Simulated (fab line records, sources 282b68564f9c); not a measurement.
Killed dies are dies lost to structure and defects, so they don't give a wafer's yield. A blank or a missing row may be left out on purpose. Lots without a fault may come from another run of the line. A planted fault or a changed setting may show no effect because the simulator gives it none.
fab line records | flow rit_cmos
record lots=14 wafers=42 last_day=7
route steps=202 shown PLDD@159 SILICIDE@165 CONTACT@176 M1@188
lots that met no fault: from a run of the same line without faults
start_h: hours from the record's first day to the start of the lot's first wafer shown | wait_h: hours since the lot's step before | " the same as in the row above | L1.1+2: a row that stands for several wafers | - no value, or no start given | * or withheld: withheld | < > ~ a bound
route shown NAME@n: a module of which the file shows steps, and the number in the route of the first | usual: mean/standard deviation of fault-free wafers | same: alike in all rows | chamber/n: place in a boat | sites: the reading at each site | _std_site: their standard deviation | _edge_site: outer sites' mean less inner sites' | radius_mm: how far each site lies from the wafer's centre | mask NAME#n: copy n | behind: the tool/chamber that last shaped the wafer | hold: why the lot was held/for how many hours/how that ended | device: the transistor (n, p or np) that didn't switch | end of line: the same wafers' tests at the end of the route | a step without rows: its recipe alone | killed: dies lost to structure and defects at the first sort, not the wafer's yield | map: a wafer's dies, x killed, . not, _ none there
set.NAME: the setting as run; set.NAME@STEP: as run at that earlier step | model.NAME: the simulator's own value behind a step, which no gauge read
steps of the route over a sample of lots; a table a step, a row a wafer
services: from which hour (start_h, from the record's first day; less than 0 if before it) a tool's chamber was out of use, for how many hours, and why
## steps
# step RIT_SDANNEAL_RS_MEAS_06
# recipe thk_meas_gauge=four-point-probe
# usual PLDD_RS=180.0/0.53
# columns lot.wafer tool chamber start_h wait_h PLDD_RS[ohm/sq]
L616.1 film_metro-02 - 55.09 0.1 180.0
L616.2 " - " " 180.1
L616.5 " - " " 180.2
L617.3 film_metro-02 - 57.99 0.1 180.1
L617.4 " - " " 180.3
L617.5 " - " " 179.7
L618.1 film_metro-03 - 61.48 0.1 179.9
L618.2 " - " " 179.7
L618.6 " - " " 179.1
L620.1 film_metro-02 - 71.60 0.1 180.2
L620.4 " - " " 180.4
L620.5 " - " " 180.2
L621.1 film_metro-04 - 77.79 0.1 180.7
L621.2 " - " " 180.4
L621.5 " - " " 180.2
L622.2 film_metro-03 - 87.36 0.1 179.5
L622.3 " - " " 179.5
L622.6 " - " " 178.9
L623.1 film_metro-02 - 91.16 0.1 181.1
L623.2 " - " " 180.6
L623.5 " - " " 181.2
L625.1 film_metro-03 - 99.60 0.1 180.1
L625.3 " - " " 179.3
L625.5 " - " " 179.6
L626.1 film_metro-03 - 105.70 0.1 180.7
L626.4 " - " " 179.5
L626.6 " - " " 179.6
L629.1 film_metro-03 - 121.87 0.1 179.6
L629.4 " - " " 179.2
L629.6 " - " " 179.8
L630.4 film_metro-03 - 126.79 0.1 180.1
L630.5 " - " " 180.6
L630.6 " - " " 180.5
L631.1 film_metro-04 - 127.31 0.1 179.9
L631.5 " - " " 180.3
L631.6 " - " " 180.5
L639.1 film_metro-04 - 169.41 0.1 180.0
L639.3 " - " " 179.6
L639.4 " - " " 179.8
L638.2 film_metro-03 - 169.65 0.1 180.3
L638.3 " - " " 179.8
L638.5 " - " " 179.8
# step RIT_SILICIDE_RTA_04
# recipe temp_c=650 time_s=10 idle_temp_c=25 ramp_up_s=5 ramp_down_s=5 cool_to_c=25 ambient=N2
# usual wafer_temp_C_max=653.6/1.1
# columns lot.wafer tool chamber start_h wait_h wafer_temp_C_max
L616.1 rtp_anneal-01 0 55.68 0.1 651.2
L616.2 " 0 " " 651.6
L616.5 " 0 " " 652.8
L617.3 rtp_anneal-02 0 58.55 0.1 652.8
L617.4 " 0 " " 652.8
L617.5 " 0 " " 653.9
L618.1 rtp_anneal-01 0 62.06 0.1 652.5
L618.2 " 0 " " 651.8
L618.6 " 0 " " 651.5
L620.1 rtp_anneal-01 0 72.18 0.1 653.7
L620.4 " 0 " " 651.3
L620.5 " 0 " " 652.2
L621.1 rtp_anneal-02 0 78.38 0.1 654.6
L621.2 " 0 " " 654.1
L621.5 " 0 " " 655.7
L622.2 rtp_anneal-01 0 87.93 0.1 652.2
L622.3 " 0 " " 653.6
L622.6 " 0 " " 653.4
L623.1 rtp_anneal-01 0 91.74 0.1 653.0
L623.2 " 0 " " 652.6
L623.5 " 0 " " 651.6
L625.1 rtp_anneal-02 0 100.19 0.1 654.2
L625.3 " 0 " " 653.9
L625.5 " 0 " " 653.4
L626.1 rtp_anneal-01 0 106.28 0.1 652.8
L626.4 " 0 " " 652.7
L626.6 " 0 " " 652.6
L629.1 rtp_anneal-02 0 122.46 0.1 654.6
L629.4 " 0 " " 654.0
L629.6 " 0 " " 654.7
L630.4 rtp_anneal-02 0 127.35 0.1 655.0
L630.5 " 0 " " 655.6
L630.6 " 0 " " 655.2
L631.1 rtp_anneal-02 0 127.89 0.1 653.6
L631.5 " 0 " " 655.4
L631.6 " 0 " " 654.4
L639.1 rtp_anneal-02 0 169.99 0.1 655.7
L639.3 " 0 " " 654.7
L639.4 " 0 " " 654.1
L638.2 rtp_anneal-02 0 170.22 0.1 653.8
L638.3 " 0 " " 655.5
L638.5 " 0 " " 654.0
# step RIT_CONTACT_CD_MEAS_08
# recipe target_cd_nm=1000
# usual cd_nm=1000.1/2
# columns lot.wafer tool chamber start_h wait_h cd_nm
L616.1 cd_sem-02 - 56.93 - 1002.3
L616.2 " - " " 1002.0
L616.5 " - " " 1003.6
L617.3 cd_sem-02 - 60.00 - 1002.0
L617.4 " - " " 1004.7
L617.5 " - " " 1003.0
L618.1 cd_sem-02 - 63.80 - 999.0
L618.2 " - " " 1000.0
L618.6 " - " " 1000.6
L620.1 cd_sem-02 - 73.63 - 1001.2
L620.4 " - " " 1001.1
L620.5 " - " " 1001.2
L621.1 cd_sem-01 - 79.83 - 998.7
L621.2 " - " " 998.8
L621.5 " - " " 999.8
L622.2 cd_sem-02 - 89.38 - 1001.8
L622.3 " - " " 1000.5
L622.6 " - " " 1001.1
L623.1 cd_sem-02 - 93.10 - 1000.8
L623.2 " - " " 998.2
L623.5 " - " " 1000.3
L625.1 cd_sem-01 - 101.56 - 997.6
L625.3 " - " " 996.4
L625.5 " - " " 999.0
L626.1 cd_sem-01 - 107.66 - 1001.2
L626.4 " - " " 1001.2
L626.6 " - " " 1001.6
L629.1 cd_sem-01 - 123.71 - 997.1
L629.4 " - " " 996.1
L629.6 " - " " 998.7
L630.4 cd_sem-02 - 128.63 - 998.6
L630.5 " - " " 1001.9
L630.6 " - " " 1002.1
L631.1 cd_sem-02 - 129.27 - 998.2
L631.5 " - " " 998.3
L631.6 " - " " 997.6
L639.1 cd_sem-01 - 171.34 - 999.3
L639.3 " - " " 997.4
L639.4 " - " " 996.0
L638.2 cd_sem-02 - 171.48 - 1001.1
L638.3 " - " " 1000.7
L638.5 " - " " 1000.7
# step RIT_M1_COAT_04
# recipe resist=NOVOLAK spin_rpm=2000 resist_thk_nm=1300
# usual chill_plate_temp_C=23.00/0.096 dispense_pressure_kPa=47.6/2.6 spin_speed_rpm=1999.9/1.1
# columns lot.wafer tool chamber start_h wait_h chill_plate_temp_C dispense_pressure_kPa spin_speed_rpm
L616.1 litho_track-02 0 58.75 0.1 23.01 44.5 1997.0
L616.2 " 0 " " 23.03 44.5 1998.3
L616.5 " 0 " " 23.11 44.5 2000.3
L617.3 litho_track-02 0 61.82 0.1 22.95 44.5 1997.3
L617.4 " 0 " " 23.04 44.5 1997.5
L617.5 " 0 " " 22.99 44.5 1998.9
L618.1 litho_track-04 0 65.61 0.1 22.96 49.7 2001.3
L618.2 " 0 " " 22.91 49.7 2000.3
L618.6 " 0 " " 23.09 49.7 2000.5
L620.1 litho_track-02 0 75.41 0.1 22.84 44.4 2000.5
L620.4 " 0 " " 23.06 44.5 1999.0
L620.5 " 0 " " 23.13 44.5 1999.3
L621.1 litho_track-04 0 81.62 0.1 22.98 49.7 2000.6
L621.2 " 0 " " 22.97 49.7 2000.3
L621.5 " 0 " " 23.01 49.7 2000.5
L622.2 litho_track-04 0 91.17 0.1 22.99 49.7 1998.0
L622.3 " 0 " " 22.99 49.7 1998.4
L622.6 " 0 " " 23.15 49.7 1997.8
L623.1 litho_track-02 0 94.88 0.1 23.14 44.5 1998.2
L623.2 " 0 " " 22.95 44.5 1999.4
L623.5 " 0 " " 23.14 44.4 2000.5
L625.1 litho_track-04 0 103.33 0.1 22.82 49.7 2000.4
L625.3 " 0 " " 22.95 49.7 2000.9
L625.5 " 0 " " 22.91 49.7 1999.5
L626.1 litho_track-04 0 109.46 0.1 23.03 49.7 1999.8
L626.4 " 0 " " 22.85 49.7 1999.2
L626.6 " 0 " " 22.90 49.7 1999.3
L629.1 litho_track-02 - 125.51 0.1 - - -
L629.4 " - " " - - -
L629.6 " - " " - - -
L630.4 litho_track-02 - 130.43 0.1 - - -
L630.5 " - " " - - -
L630.6 " - " " - - -
L631.1 litho_track-02 0 131.06 0.1 23.01 44.5 1998.3
L631.5 " 0 " " 23.04 44.4 1998.7
L631.6 " 0 " " 22.87 44.5 1998.1
L639.1 litho_track-04 0 173.22 0.1 22.83 49.7 1999.6
L639.3 " 0 " " 22.87 49.7 1998.8
L639.4 " 0 " " 22.76 49.7 2000.5
L638.2 litho_track-01 0 173.29 0.1 23.12 50.0 2000.6
L638.3 " 0 " " 23.08 50.0 2001.8
L638.5 " 0 " " 23.06 50.0 2000.7
# step RIT_M1_CD_MEAS_09
# recipe target_cd_nm=2600
# usual cd_nm=2599.4/2.5
# columns lot.wafer tool chamber start_h wait_h cd_nm
L616.1 cd_sem-02 - 59.61 - 2601.6
L616.2 " - " " 2599.7
L616.5 " - " " 2599.8
L617.3 cd_sem-02 - 62.72 - 2599.0
L617.4 " - " " 2596.5
L617.5 " - " " 2598.8
L618.1 cd_sem-02 - 66.50 - 2602.3
L618.2 " - " " 2602.9
L618.6 " - " " 2604.2
L620.1 cd_sem-01 - 76.22 - 2599.3
L620.4 " - " " 2599.4
L620.5 " - " " 2598.6
L621.1 cd_sem-02 - 82.35 - 2599.5
L621.2 " - " " 2599.3
L621.5 " - " " 2600.9
L622.2 cd_sem-02 - 91.90 - 2596.6
L622.3 " - " " 2598.1
L622.6 " - " " 2598.4
L623.1 cd_sem-02 - 95.76 - 2602.6
L623.2 " - " " 2602.1
L623.5 " - " " 2602.8
L625.1 cd_sem-01 - 104.19 - 2599.3
L625.3 " - " " 2600.0
L625.5 " - " " 2600.2
L626.1 cd_sem-01 - 110.19 - 2596.5
L626.4 " - " " 2599.1
L626.6 " - " " 2598.5
L629.1 cd_sem-02 - 126.24 - -
L629.4 " - " " -
L629.6 " - " " -
L630.4 cd_sem-02 - 131.36 - -
L630.5 " - " " -
L630.6 " - " " -
L631.1 cd_sem-01 - 131.79 - 2602.3
L631.5 " - " " 2603.7
L631.6 " - " " 2605.7
L639.1 cd_sem-01 - 174.07 - 2595.9
L639.3 " - " " 2595.5
L639.4 " - " " 2596.2
L638.2 cd_sem-02 - 174.34 - 2600.8
L638.3 " - " " 2600.7
L638.5 " - " " 2600.9
# step RIT_M1_PROBE_99
# usual defect_limited_yield=97.3/1.1 killed_at_M0_to_M3=0/0 killed_at_contacts=0.1/0.28 killed_at_front_end=7.0/2.9 killed_dies=7.0/2.9 killed_on_rim=1.8/1.4 killed_open=3.4/2.1 killed_short=3.6/1.7
# same gross_dies=264 killed_at_M4_up=0 killed_at_back_side=0 killed_at_other=0
# columns lot.wafer tool chamber start_h wait_h defect_limited_yield[%] killed_at_M0_to_M3 killed_at_contacts killed_at_front_end killed_dies killed_on_rim killed_open killed_short
L616.1 prober-02 - 62.27 0.1 98.5 0 0 4 4 0 1 3
L616.2 prober-02 - 62.32 0.1 97.0 0 0 8 8 1 3 5
L616.5 prober-02 - 62.47 0.2 97.3 0 0 7 7 4 3 4
L617.3 prober-01 - 65.52 0.2 94.7 0 0 14 14 3 7 7
L617.4 prober-01 - 65.57 0.2 97.7 0 1 5 6 3 2 4
L617.5 prober-01 - 65.62 0.2 98.5 0 0 4 4 1 0 4
L618.1 prober-02 - 69.17 0.1 97.3 0 1 6 7 1 2 5
L618.2 prober-02 - 69.22 0.1 98.1 0 0 5 5 1 3 2
L618.6 prober-02 - 69.42 0.2 98.1 0 1 4 5 3 2 3
L620.1 prober-02 - 78.88 0.1 97.0 0 0 8 8 2 4 4
L620.4 prober-02 - 79.03 0.2 97.0 0 0 8 8 2 4 4
L620.5 prober-02 - 79.08 0.2 97.0 0 0 8 8 0 4 4
L621.1 prober-02 - 85.00 0.1 97.7 0 0 6 6 0 3 3
L621.2 prober-02 - 85.05 0.1 96.6 0 0 9 9 1 4 5
L621.5 prober-02 - 85.20 0.2 97.7 0 0 6 6 3 5 1
L622.2 prober-01 - 94.59 0.1 95.8 0 0 11 11 4 6 5
L622.3 prober-01 - 94.64 0.2 96.2 0 0 10 10 4 5 5
L622.6 prober-01 - 94.79 0.2 97.0 0 0 8 8 5 3 5
L623.1 prober-02 - 98.42 0.1 98.1 0 0 5 5 0 2 3
L623.2 prober-02 - 98.47 0.1 98.5 0 0 4 4 0 1 3
L623.5 prober-02 - 98.62 0.2 97.3 0 0 7 7 3 2 5
L625.1 prober-02 - 106.85 0.1 98.5 0 0 4 4 2 2 2
L625.3 prober-02 - 106.95 0.2 98.5 0 0 4 4 0 1 3
L625.5 prober-02 - 107.05 0.2 98.1 0 0 5 5 2 1 4
L626.1 prober-01 - 112.85 0.1 99.6 0 0 1 1 0 0 1
L626.4 prober-01 - 113.00 0.2 97.0 0 0 8 8 3 5 3
L626.6 prober-01 - 113.10 0.2 96.2 0 0 10 10 0 8 2
L629.1 prober-02 - 128.92 0.1 0 261 0 3 264 70 1 2
L629.4 prober-02 - 129.07 0.2 0 253 1 10 264 70 6 5
L629.6 prober-02 - 129.17 0.2 0 261 0 3 264 70 0 3
L630.4 prober-01 - 134.11 0.2 0 259 0 5 264 70 2 3
L630.5 prober-01 - 134.16 0.2 0 256 0 8 264 70 3 5
L630.6 prober-01 - 134.21 0.2 0 252 0 12 264 70 8 4
L631.1 prober-02 - 135.46 0.1 95.1 0 0 13 13 2 9 4
L631.5 prober-02 - 135.66 0.2 97.0 0 0 8 8 2 3 5
L631.6 prober-02 - 135.71 0.2 97.3 0 0 7 7 4 4 3
L639.1 prober-01 - 176.73 0.1 97.7 0 0 6 6 2 4 2
L639.3 prober-01 - 176.83 0.2 97.3 0 0 7 7 3 3 4
L639.4 prober-01 - 176.88 0.2 97.3 0 1 6 7 0 2 5
L638.2 prober-02 - 178.28 0.1 96.6 0 0 9 9 3 5 4
L638.3 prober-02 - 178.33 0.2 97.7 0 0 6 6 0 3 3
L638.5 prober-02 - 178.43 0.2 98.9 0 0 3 3 1 0 3
# killed by level:class
L616.1 GATE:geometric_particle:short=3 SPACER:geometric_particle:open=1
L616.2 SPACER:geometric_particle:short=2 GATE:geometric_particle:short=2 GATE:geometric_particle:open=2 FOX1:geometric_particle:short=1 REOX:geometric_particle:open=1
L616.5 GATE:geometric_particle:open=3 SILICIDE:geometric_particle:short=2 FOX1:geometric_particle:short=1 GATE:geometric_particle:short=1
L617.3 REOX:geometric_particle:open=3 REOX:geometric_particle:short=3 GATE:geometric_particle:short=2 SILICIDE:geometric_particle:open=2 FOX2:geometric_particle:open=1 GATE:geometric_particle:open=1 SPACER:geometric_particle:short=1 SILICIDE:geometric_particle:short=1
L617.4 GATE:geometric_particle:open=2 GATE:geometric_particle:short=1 SPACER:geometric_particle:short=1 SILICIDE:geometric_particle:short=1 CONTACT:geometric_particle:short=1
L617.5 SILICIDE:geometric_particle:short=2 GATE:geometric_particle:short=1 SPACER:geometric_particle:short=1
L618.1 GATE:geometric_particle:short=2 SPACER:geometric_particle:short=2 FOX1:geometric_particle:open=1 FOX1:geometric_particle:short=1 CONTACT:geometric_particle:open=1
L618.2 FOX1:geometric_particle:open=1 GATE:geometric_particle:short=1 GATE:geometric_particle:open=1 REOX:geometric_particle:open=1 SPACER:geometric_particle:short=1
L618.6 GATE:geometric_particle:short=2 FOX1:geometric_particle:open=1 SPACER:geometric_particle:short=1 CONTACT:geometric_particle:open=1
L620.1 GATE:geometric_particle:short=3 FOX1:geometric_particle:open=1 FOX2:geometric_particle:open=1 GATE:geometric_particle:open=1 REOX:geometric_particle:open=1 SPACER:geometric_particle:short=1
L620.4 FOX2:geometric_particle:open=2 FOX1:geometric_particle:short=1 GATE:geometric_particle:open=1 GATE:geometric_particle:short=1 SPACER:geometric_particle:short=1 SILICIDE:geometric_particle:open=1 SILICIDE:geometric_particle:short=1
L620.5 REOX:geometric_particle:short=2 FOX1:geometric_particle:open=1 GATE:geometric_particle:short=1 GATE:geometric_particle:open=1 REOX:geometric_particle:open=1 SILICIDE:geometric_particle:short=1 SILICIDE:geometric_particle:open=1
L621.1 FOX1:geometric_particle:open=1 FOX1:geometric_particle:short=1 GATE:geometric_particle:open=1 REOX:geometric_particle:short=1 SPACER:geometric_particle:open=1 SPACER:geometric_particle:short=1
L621.2 GATE:geometric_particle:short=2 SPACER:geometric_particle:short=2 SPACER:geometric_particle:open=2 FOX1:geometric_particle:open=1 GATE:geometric_particle:open=1 REOX:geometric_particle:short=1
L621.5 SPACER:geometric_particle:open=2 FOX1:geometric_particle:open=1 FOX2:geometric_particle:open=1 GATE:geometric_particle:open=1 SILICIDE:geometric_particle:short=1
L622.2 GATE:geometric_particle:open=4 GATE:geometric_particle:short=4 FOX1:geometric_particle:short=1 SPACER:geometric_particle:open=1 SILICIDE:geometric_particle:open=1
L622.3 GATE:geometric_particle:open=5 GATE:geometric_particle:short=3 REOX:geometric_particle:short=1 SPACER:geometric_particle:short=1
L622.6 FOX1:geometric_particle:open=2 GATE:geometric_particle:short=2 FOX1:geometric_particle:short=1 GATE:geometric_particle:open=1 SPACER:geometric_particle:short=1 SILICIDE:geometric_particle:short=1
L623.1 GATE:geometric_particle:short=2 REOX:geometric_particle:open=1 SPACER:geometric_particle:short=1 SPACER:geometric_particle:open=1
L623.2 FOX2:geometric_particle:short=1 GATE:geometric_particle:open=1 REOX:geometric_particle:short=1 SILICIDE:geometric_particle:short=1
L623.5 SILICIDE:geometric_particle:short=3 GATE:geometric_particle:short=2 REOX:geometric_particle:open=1 SPACER:geometric_particle:open=1
L625.1 GATE:geometric_particle:open=2 FOX2:geometric_particle:short=1 SILICIDE:geometric_particle:short=1
L625.3 FOX2:geometric_particle:open=1 FOX2:geometric_particle:short=1 GATE:geometric_particle:short=1 SILICIDE:geometric_particle:short=1
L625.5 SPACER:geometric_particle:short=2 GATE:geometric_particle:short=1 GATE:geometric_particle:open=1 REOX:geometric_particle:short=1
L626.1 REOX:geometric_particle:short=1
L626.4 FOX2:geometric_particle:open=2 GATE:geometric_particle:open=2 GATE:geometric_particle:short=2 SPACER:geometric_particle:short=1 SPACER:geometric_particle:open=1
L626.6 GATE:geometric_particle:open=5 REOX:geometric_particle:open=2 FOX1:geometric_particle:short=1 GATE:geometric_particle:short=1 SILICIDE:geometric_particle:open=1
L629.1 M1:area_expose=261 GATE:geometric_particle:open=1 GATE:geometric_particle:short=1 REOX:geometric_particle:short=1
L629.4 M1:area_expose=253 SPACER:geometric_particle:open=2 SILICIDE:geometric_particle:short=2 FOX2:geometric_particle:short=1 GATE:geometric_particle:short=1 GATE:geometric_particle:open=1 REOX:geometric_particle:open=1 REOX:geometric_particle:short=1
L629.6 M1:area_expose=261 SILICIDE:geometric_particle:short=2 REOX:geometric_particle:short=1
L630.4 M1:area_expose=259 GATE:geometric_particle:open=2 FOX2:geometric_particle:short=1 GATE:geometric_particle:short=1 SPACER:geometric_particle:short=1
L630.5 M1:area_expose=256 GATE:geometric_particle:short=3 FOX2:geometric_particle:short=2 FOX1:geometric_particle:open=1 FOX2:geometric_particle:open=1 SILICIDE:geometric_particle:open=1
L630.6 M1:area_expose=252 GATE:geometric_particle:short=4 FOX2:geometric_particle:open=2 GATE:geometric_particle:open=2 SPACER:geometric_particle:open=2 SILICIDE:geometric_particle:open=2
L631.1 GATE:geometric_particle:open=5 REOX:geometric_particle:short=2 ACTIVE:geometric_particle:short=1 FOX1:geometric_particle:open=1 FOX2:geometric_particle:open=1 GATE:geometric_particle:short=1 REOX:geometric_particle:open=1 SPACER:geometric_particle:open=1
L631.5 GATE:geometric_particle:short=2 SILICIDE:geometric_particle:open=2 FOX1:geometric_particle:short=1 SPACER:geometric_particle:short=1 SPACER:geometric_particle:open=1 SILICIDE:geometric_particle:short=1
L631.6 GATE:geometric_particle:short=3 GATE:geometric_particle:open=2 SPACER:geometric_particle:open=1 SILICIDE:geometric_particle:open=1
L639.1 GATE:geometric_particle:open=3 GATE:geometric_particle:short=1 SPACER:geometric_particle:short=1 SILICIDE:geometric_particle:open=1
L639.3 SILICIDE:geometric_particle:open=2 GATE:geometric_particle:open=1 GATE:geometric_particle:short=1 REOX:geometric_particle:short=1 SPACER:geometric_particle:short=1 SILICIDE:geometric_particle:short=1
L639.4 GATE:geometric_particle:short=2 FOX1:geometric_particle:short=1 FOX2:geometric_particle:short=1 SILICIDE:geometric_particle:open=1 SPACER:geometric_particle:short=1 CONTACT:geometric_particle:open=1
L638.2 FOX2:geometric_particle:open=2 FOX2:geometric_particle:short=2 GATE:geometric_particle:short=1 REOX:geometric_particle:open=1 SPACER:geometric_particle:open=1 SPACER:geometric_particle:short=1 SILICIDE:geometric_particle:open=1
L638.3 FOX2:geometric_particle:open=2 FOX2:geometric_particle:short=1 GATE:geometric_particle:short=1 GATE:geometric_particle:open=1 SILICIDE:geometric_particle:short=1
L638.5 GATE:geometric_particle:short=3
## services
# columns tool chamber start_h hours kind
rtp_anneal-01 - 127.36 5.4 pm
## key
first_sign step=RIT_M1_COAT_04 reading=tool_record direction=missing
effect step=RIT_M1_CD_MEAS_09 reading=cd_nm direction=missing
effect step=RIT_M1_PROBE_99 reading=killed_at_M0_to_M3 direction=up sigmas=99+ usual=0 struck=257
more_kills_born_at RIT_M1_EXPOSE_06@iline_stepper-02=775 RIT_M1_EXPOSE_06@iline_stepper-01=767
met_at RIT_M1_COAT_04
struck_lots L629,L630
later_rows_left_out L629.1,L629.4,L629.6,L630.4,L630.5,L630.6
not_acting_at RIT_SDANNEAL_RS_MEAS_06,RIT_SILICIDE_RTA_04,RIT_CONTACT_CD_MEAS_08
onset_between 94.88 125.51
fault kind=skipped_step_whole tool=litho_track-02 chamber=- onset_h=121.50 steps=RIT_M1_COAT_04 scope=struck_lots_only
# later_rows_left_out: the simulator's readings of these wafers behind a module that went badly wrong aren't trusted and aren't shown, but for the sort
